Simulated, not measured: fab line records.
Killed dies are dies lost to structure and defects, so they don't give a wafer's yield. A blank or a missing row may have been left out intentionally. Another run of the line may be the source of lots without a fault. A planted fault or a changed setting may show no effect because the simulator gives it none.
Which tool is to blame? || flow berkeley_cmos170 || 21 wafers from 7 lots sampled at 3 of the route's 331 steps

WHAT EACH GAUGE READ, for each wafer
UCB170_NWELL_TW_MEAS_16.
{"lot": "L758", "measured": "day 2 11:18", "on": "film_metro-03", "NWELL_TW": "1251 1250 1258"}
{"lot": "L762", "measured": "day 3 06:14", "on": "film_metro-02", "NWELL_TW": "1262 1250 1256"}
{"lot": "L764", "measured": "day 3 16:39", "on": "film_metro-03", "NWELL_TW": "1249 1245 1244"}
{"lot": "L766", "measured": "day 4 00:29", "on": "film_metro-03", "NWELL_TW": "1263 1259 1263"}
{"lot": "L768", "measured": "day 4 14:13", "on": "film_metro-02", "NWELL_TW": "1241 1258 1252"}
{"lot": "L775", "measured": "day 6 01:09", "on": "film_metro-02", "NWELL_TW": "1253 1258 1248"}
{"lot": "L778", "measured": "day 6 23:00", "on": "film_metro-01", "NWELL_TW": "1246 1250 1249"}

WHAT TOOL EACH LOT RAN ON (gives the tool, then ch and the chambers of the sampled wafers, and finally the start)
{"lot": "L758", "UCB170_ZERO_STRIP_07": "plasma_asher-01 ch 0,1, day 2 01:41", "UCB170_NWELL_STRIP_15": "plasma_asher-02 ch 0,1, day 2 11:12"}
{"lot": "L762", "UCB170_ZERO_STRIP_07": "plasma_asher-01 ch 0,1, day 2 18:00", "UCB170_NWELL_STRIP_15": "plasma_asher-02 ch 0,1, day 3 06:08"}
{"lot": "L764", "UCB170_ZERO_STRIP_07": "plasma_asher-04 ch 0,1, day 3 07:24", "UCB170_NWELL_STRIP_15": "plasma_asher-03 ch 0, day 3 16:31"}
{"lot": "L766", "UCB170_ZERO_STRIP_07": "plasma_asher-01 ch 1, day 3 13:49", "UCB170_NWELL_STRIP_15": "plasma_asher-03 ch 0,1, day 4 00:23"}
{"lot": "L768", "UCB170_ZERO_STRIP_07": "plasma_asher-02 ch 0,1, day 4 01:10", "UCB170_NWELL_STRIP_15": "plasma_asher-03 ch 0,1, day 4 14:07"}
{"lot": "L775", "UCB170_ZERO_STRIP_07": "plasma_asher-04 ch 0,1, day 5 14:31", "UCB170_NWELL_STRIP_15": "plasma_asher-03 ch 0,1, day 6 01:02"}
{"lot": "L778", "UCB170_ZERO_STRIP_07": "plasma_asher-02 ch 0, day 6 08:36", "UCB170_NWELL_STRIP_15": "plasma_asher-02 ch 0,1, day 6 22:54"}
- UCB170_ZERO_STRIP_07: strips in O2.
- UCB170_NWELL_STRIP_15: strips in O2.

THE ANSWER, worked out from the rows above alone
Rule: what is usual is taken from the lots themselves. Put in order of their means at a reading, lots are off if they are a third of the lots or fewer, leave a main group of 4 or more, and stand apart from it by a gap of 3 or more times the standard deviation of the main group's means; of several such gaps the widest counts. If all means in a main group match to the digits the tables above print for the reading, that group is not used. A lot without any number at a reading at which 4 lots or more have one is off too. All remaining lots with rows at the step are treated as sound.
Across all readings shown, no lot is off: no conclusion can be drawn from this.

WHAT THE SIMULATOR HAD PUT IN
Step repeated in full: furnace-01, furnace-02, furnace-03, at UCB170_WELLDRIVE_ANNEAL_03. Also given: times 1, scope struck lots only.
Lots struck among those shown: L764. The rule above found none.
